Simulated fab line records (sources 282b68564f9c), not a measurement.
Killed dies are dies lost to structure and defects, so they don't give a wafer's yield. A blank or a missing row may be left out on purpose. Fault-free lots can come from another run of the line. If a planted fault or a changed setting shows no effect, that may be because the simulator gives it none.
Split-lot trial / flow rit_cmos / route with 202 steps; 5 lots, 23 wafers read

== ABOUT THE SPLIT ==
At RIT_M1_SPUTTER_00 (material Al, target thk 400 nm, time 500 s), the setting power_w was moved away from the recipe's 2000 W on 8 of the 23 wafers read, by -8.5% to +9.3%. The other wafers ran this setting at the recipe's value.

== THE PATH FROM SPLIT TO READING: the file shows 1 step between them ==
- RIT_M1_RS_MEAS_01: measures by four-point-probe

== THE READING ==
M1_AL_THK, in nm, at RIT_M1_THK_MEAS_02 (measures by xrf). Typical for fault-free wafers on this fab line: 406 nm, with standard deviation 4.2 nm.

wafer=L074.2; tool, chamber at the split=pvd_sputter-04, -; power_w as run, W=2147; against the recipe=+7.3%; M1_AL_THK, nm=429; against lot-mates on the recipe=+24
wafer=L074.3; tool, chamber at the split=pvd_sputter-04, -; power_w as run, W=2000; against the recipe=recipe; M1_AL_THK, nm=405; against lot-mates on the recipe=-
wafer=L074.4; tool, chamber at the split=pvd_sputter-04, -; power_w as run, W=2000; against the recipe=recipe; M1_AL_THK, nm=404; against lot-mates on the recipe=-
wafer=L074.5; tool, chamber at the split=pvd_sputter-04, -; power_w as run, W=2147; against the recipe=+7.3%; M1_AL_THK, nm=431; against lot-mates on the recipe=+26
wafer=L074.6; tool, chamber at the split=pvd_sputter-04, -; power_w as run, W=2147; against the recipe=+7.3%; M1_AL_THK, nm=426; against lot-mates on the recipe=+22
wafer=L076.1; tool, chamber at the split=pvd_sputter-04, -; power_w as run, W=2000; against the recipe=recipe; M1_AL_THK, nm=402; against lot-mates on the recipe=-
wafer=L076.2; tool, chamber at the split=pvd_sputter-04, -; power_w as run, W=1831; against the recipe=-8.5%; M1_AL_THK, nm=370; against lot-mates on the recipe=-32
wafer=L076.3; tool, chamber at the split=pvd_sputter-04, -; power_w as run, W=1831; against the recipe=-8.5%; M1_AL_THK, nm=370; against lot-mates on the recipe=-32
wafer=L076.4; tool, chamber at the split=pvd_sputter-04, -; power_w as run, W=2000; against the recipe=recipe; M1_AL_THK, nm=402; against lot-mates on the recipe=-
wafer=L076.5; tool, chamber at the split=pvd_sputter-04, -; power_w as run, W=2000; against the recipe=recipe; M1_AL_THK, nm=402; against lot-mates on the recipe=-
wafer=L078.1; tool, chamber at the split=pvd_sputter-02, -; power_w as run, W=2000; against the recipe=recipe; M1_AL_THK, nm=401; against lot-mates on the recipe=-
wafer=L078.2; tool, chamber at the split=pvd_sputter-02, -; power_w as run, W=2000; against the recipe=recipe; M1_AL_THK, nm=404; against lot-mates on the recipe=-
wafer=L078.3; tool, chamber at the split=pvd_sputter-02, -; power_w as run, W=2000; against the recipe=recipe; M1_AL_THK, nm=407; against lot-mates on the recipe=-
wafer=L078.4; tool, chamber at the split=pvd_sputter-02, -; power_w as run, W=2000; against the recipe=recipe; M1_AL_THK, nm=410; against lot-mates on the recipe=-
wafer=L078.5; tool, chamber at the split=pvd_sputter-02, -; power_w as run, W=2000; against the recipe=recipe; M1_AL_THK, nm=409; against lot-mates on the recipe=-
wafer=L084.1; tool, chamber at the split=pvd_sputter-02, -; power_w as run, W=2185; against the recipe=+9.3%; M1_AL_THK, nm=440; against lot-mates on the recipe=+38
wafer=L084.2; tool, chamber at the split=pvd_sputter-02, -; power_w as run, W=2000; against the recipe=recipe; M1_AL_THK, nm=400; against lot-mates on the recipe=-
wafer=L084.3; tool, chamber at the split=pvd_sputter-02, -; power_w as run, W=2000; against the recipe=recipe; M1_AL_THK, nm=404; against lot-mates on the recipe=-
wafer=L084.4; tool, chamber at the split=pvd_sputter-02, -; power_w as run, W=2185; against the recipe=+9.3%; M1_AL_THK, nm=441; against lot-mates on the recipe=+39
wafer=L084.5; tool, chamber at the split=pvd_sputter-02, -; power_w as run, W=2185; against the recipe=+9.3%; M1_AL_THK, nm=440; against lot-mates on the recipe=+38
wafer=L085.1; tool, chamber at the split=pvd_sputter-03, -; power_w as run, W=2000; against the recipe=recipe; M1_AL_THK, nm=411; against lot-mates on the recipe=-
wafer=L085.2; tool, chamber at the split=pvd_sputter-03, -; power_w as run, W=2000; against the recipe=recipe; M1_AL_THK, nm=405; against lot-mates on the recipe=-
wafer=L085.3; tool, chamber at the split=pvd_sputter-03, -; power_w as run, W=2000; against the recipe=recipe; M1_AL_THK, nm=405; against lot-mates on the recipe=-

THE FIT
A straight line over all 23 wafers: M1_AL_THK changes by +3.78 nm for each +1% of power_w; r = +0.99; the points scatter about the line by 3.2 nm.
The same after taking each lot's own level away (the mean of its wafers on the recipe; 23 wafers): +3.81 nm for each +1%; r = +0.99; scatter 2.9 nm.
On that fit, the largest move of power_w shifts the reading by 35 nm.
Measured against the standard deviation above, the lots' own levels, which go from 402.0 to 407.0 nm, span 1.2 times it.
So the lot-to-lot level changes the slope little: the two slopes agree.
Check: for one of the wafers moved furthest among these (+9.3%), held out of the fit, the line's prediction against its lot-mates is +34.6 nm. Against them it came out at +38 nm.

== ADDITIONAL SPLITS CARRIED BY THESE WAFERS ==
These wafers also went through other splits before the reading. Each is held against what the fit with the lots' levels taken away leaves over:
other split on the same wafers=RIT_NSD_SOFTBAKE_02 temp_c; wafers away from the commonest value=10; r with M1_AL_THK (lot level and that fit taken away)=-0.29
other split on the same wafers=RIT_NSD_IMPLANT_08 energy_kev; wafers away from the commonest value=6; r with M1_AL_THK (lot level and that fit taken away)=+0.11
other split on the same wafers=RIT_SILICIDE_SPUTTER_01 time_s; wafers away from the commonest value=8; r with M1_AL_THK (lot level and that fit taken away)=+0.15

== THE WHOLE CHAIN: every reading that the file lists as answering this split, in the file's order ==
step=RIT_M1_SPUTTER_00; what it does=material Al, target thk 400 nm, time 500 s; reading=Al_of_M1_SPUTTER_00.thk_nm (the simulator's own value, which no gauge read); change (the file's fit)=+3.94 nm for each +1% of the setting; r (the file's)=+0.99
step=RIT_M1_RS_MEAS_01; what it does=measures by four-point-probe; reading=M1_AL_RS; change (the file's fit)=-0.00072 for each +1% of the setting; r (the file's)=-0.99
step=RIT_M1_THK_MEAS_02; what it does=measures by xrf; reading=M1_AL_THK; change (the file's fit)=+3.78 for each +1% of the setting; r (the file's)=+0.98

== THE FILE'S OWN FIT ==
M1_AL_THK changes by +3.78 nm for each +1% of power_w, r = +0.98.
